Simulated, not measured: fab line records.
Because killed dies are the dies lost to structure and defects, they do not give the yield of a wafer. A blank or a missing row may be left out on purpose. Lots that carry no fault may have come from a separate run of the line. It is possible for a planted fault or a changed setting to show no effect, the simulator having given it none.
A struck lot beside a sound one || flow rit cmos || 43 steps out of a route of 202
Sound: the wafers L411.3, L411.4, L411.5. Wafers struck: L422.1, L422.4, L422.5. At the end, the cause is stated.
For every step that has rows: the tool of each side, followed by ch and its chambers, followed by its first start. Under that, the readings that differ: sound wafers || struck wafers || difference of the means || sigmas: that difference in standard deviations of wafers without a fault.
alike: words and numbers the same on both sides, and readings whose means are apart by under 2 such deviations; not compared: readings that were withheld, readings missing a value for some wafer, numbers with overlapping values and no deviation given by the record, and bounds like >300 which may hide the same value.
The two part at a step that has a row with sigmas, a row that says differs or no value, or rows on one side only. Numbers that don't overlap but have no deviation are shown without sigmas and don't part them. Lack of a reading on every wafer of one side parts them only where that side has two or more wafers.

first, 2 steps without rows for these wafers: RIT_NLDD_HARDBAKE_07 (time 60 s); RIT_NLDD_IMPLANT_08.
RIT_NLDD_STRIP_09: strips in O2, time 180 s.
  sound on plasma asher-02 ch 0,1, day 3 09:12; struck on plasma asher-04 ch 0,1, day 5 16:19
  alike: drypump motor current A, rf refl power W
  not compared: rf hours counter h
RIT_NLDD_TW_MEAS_10:
  sound on film metro-04 at day 3 09:20; struck on film metro-02 at day 5 16:30
  alike: NLDD_TW
then, 6 steps without rows for these wafers: RIT_PLDD_HMDS_00 (prime time 60 s); RIT_PLDD_COAT_01 (resist thk 1013 nm); RIT_PLDD_SOFTBAKE_02 (time 60 s); RIT_PLDD_EXPOSE_03 (exposes mask M8, target cd 40900 nm); RIT_PLDD_PEB_04; RIT_PLDD_DEVELOP_05 (develop time 50 s).
RIT_PLDD_OVL_MEAS_06:
  sound on overlay-01 at day 3 10:22; struck on overlay-01 at day 5 17:32
  alike: PLDD_OVL
then, 1 step without rows for these wafers: RIT_PLDD_HARDBAKE_07 (time 60 s).
RIT_PLDD_IMPLANT_08:
  sound on implanter-03 ch 0, day 3 10:42; struck on implanter-03 ch 0, day 5 17:43
{"reading": "dose ions cm2", "sound": "9.022e+14 8.999e+14 9.008e+14", "struck": "4.133e+14 4.117e+14 4.145e+14", "difference": -4.878e+14, "sigmas": "-99 or more"}
{"reading": "end station pressure torr (Torr)", "sound": "7.2e-06 7.6e-06 7.1e-06", "struck": "6.3e-06 5.8e-06 6.1e-06", "difference": -1.2e-06, "sigmas": -3}
{"reading": "faraday current uA", "sound": "2807 2753 2793", "struck": "1325 1304 1282", "difference": -1481, "sigmas": -25}
  alike: beam on s
RIT_PLDD_STRIP_09: strips in O2, time 180 s.
  sound on plasma asher-02 ch 0,1, day 3 10:52; struck on plasma asher-03 ch 0,1, day 5 17:52
{"reading": "rf refl power W (W)", "sound": "4.8 6.2 4.9", "struck": "9.5 9.4 9.7", "difference": "+4.2", "sigmas": "+2"}
  alike: drypump motor current A
  not compared: rf hours counter h
RIT_PLDD_TW_MEAS_10:
  sound on film metro-02 at day 3 11:00; struck on film metro-02 at day 5 18:16
{"reading": "PLDD_TW", "sound": "2332 2313 2328", "struck": "1888 1892 1896", "difference": -432, "sigmas": -36}
  not compared: hold
then, 3 steps without rows for these wafers: RIT_SPACER_CLEAN_01 (cleans in dHF, time 30 s); RIT_SPACER_CLEAN_02 (cleans in SC2, time 600 s); RIT_SPACER_CVD_03 (deposits Si3N4 from SiH2Cl2/NH3, target thk 250 nm, time 3300 s).
RIT_SPACER_THK_MEAS_04:
  sound on film metro-01 at day 3 13:20; struck on film metro-01 at day 5 23:02
  alike: SPACER_NITRIDE_THK
RIT_SPACER_ETCHBACK_05: etches Si3N4 in SF6/CHF3, stops on SiO2, target depth 250 nm, time 230.9 s.
  sound on rie diel-03 ch 1,2, day 3 13:23; struck on rie diel-03 ch 0,1,3, day 5 23:05
  alike: drypump motor current A, oes product au, throttle valve pct
  not compared: rf hours counter h
then, 6 steps without rows for these wafers: RIT_NSD_HMDS_00 (prime time 60 s); RIT_NSD_COAT_01 (resist thk 1000 nm); RIT_NSD_SOFTBAKE_02 (time 60 s); RIT_NSD_EXPOSE_03 (exposes mask M9, target cd 40700 nm); RIT_NSD_PEB_04; RIT_NSD_DEVELOP_05 (develop time 50 s).
RIT_NSD_OVL_MEAS_06:
  sound on overlay-01 at day 3 14:31; struck on overlay-01 at day 6 00:12
  alike: NSD_OVL
then, 2 steps without rows for these wafers: RIT_NSD_HARDBAKE_07 (time 60 s); RIT_NSD_IMPLANT_08.
RIT_NSD_STRIP_09: strips in O2, time 180 s.
  sound on plasma asher-01 ch 0,1, day 3 14:54; struck on plasma asher-01 ch 0, day 6 00:32
  alike: drypump motor current A, rf refl power W
  not compared: rf hours counter h
RIT_NSD_TW_MEAS_10:
  sound on film metro-02 at day 3 15:02; struck on film metro-03 at day 6 00:43
  alike: NSD_TW
then, 6 steps without rows for these wafers: RIT_PSD_HMDS_00 (prime time 60 s); RIT_PSD_COAT_01 (resist thk 1000 nm); RIT_PSD_SOFTBAKE_02 (time 60 s); RIT_PSD_EXPOSE_03 (exposes mask M10, target cd 40900 nm); RIT_PSD_PEB_04; RIT_PSD_DEVELOP_05 (develop time 50 s).
RIT_PSD_OVL_MEAS_06:
  sound on overlay-02 at day 3 16:04; struck on overlay-02 at day 6 02:02
  alike: PSD_OVL
then, 2 steps without rows for these wafers: RIT_PSD_HARDBAKE_07 (time 60 s); RIT_PSD_IMPLANT_08.
RIT_PSD_STRIP_09: strips in O2, time 180 s.
  sound on plasma asher-01 ch 0,1, day 3 16:27; struck on plasma asher-04 ch 0,1, day 6 02:46
{"reading": "drypump motor current A (A)", "sound": "6.2 5.7 6.2", "struck": "5.1 5.4 5.0", "difference": -0.9, "sigmas": -2}
  alike: rf refl power W
  not compared: rf hours counter h
RIT_SDANNEAL_RS_MEAS_06: a four-point-probe measurement.
  sound on film metro-02 at day 3 17:23; struck on film metro-02 at day 6 03:58
{"reading": "PLDD_RS (ohm/sq)", "sound": "179.6 179.0 178.9", "struck": "294.3 293.9 294.5", "difference": "+115.1", "sigmas": "+99 or more"}
  not compared: hold
RIT_M1_PROBE_99:
  rows exist in the record for the sound wafers here (prober-02, day 4 01:04), none for the struck ones

WHERE THEY PART
Last at RIT_M1_PROBE_99 as far as this record goes, first at RIT_PLDD_IMPLANT_08.

WHY: whatever the simulator had introduced
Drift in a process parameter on implanter-03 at RIT_PLDD_IMPLANT_08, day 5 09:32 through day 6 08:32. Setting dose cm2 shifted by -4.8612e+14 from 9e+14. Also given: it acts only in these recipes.
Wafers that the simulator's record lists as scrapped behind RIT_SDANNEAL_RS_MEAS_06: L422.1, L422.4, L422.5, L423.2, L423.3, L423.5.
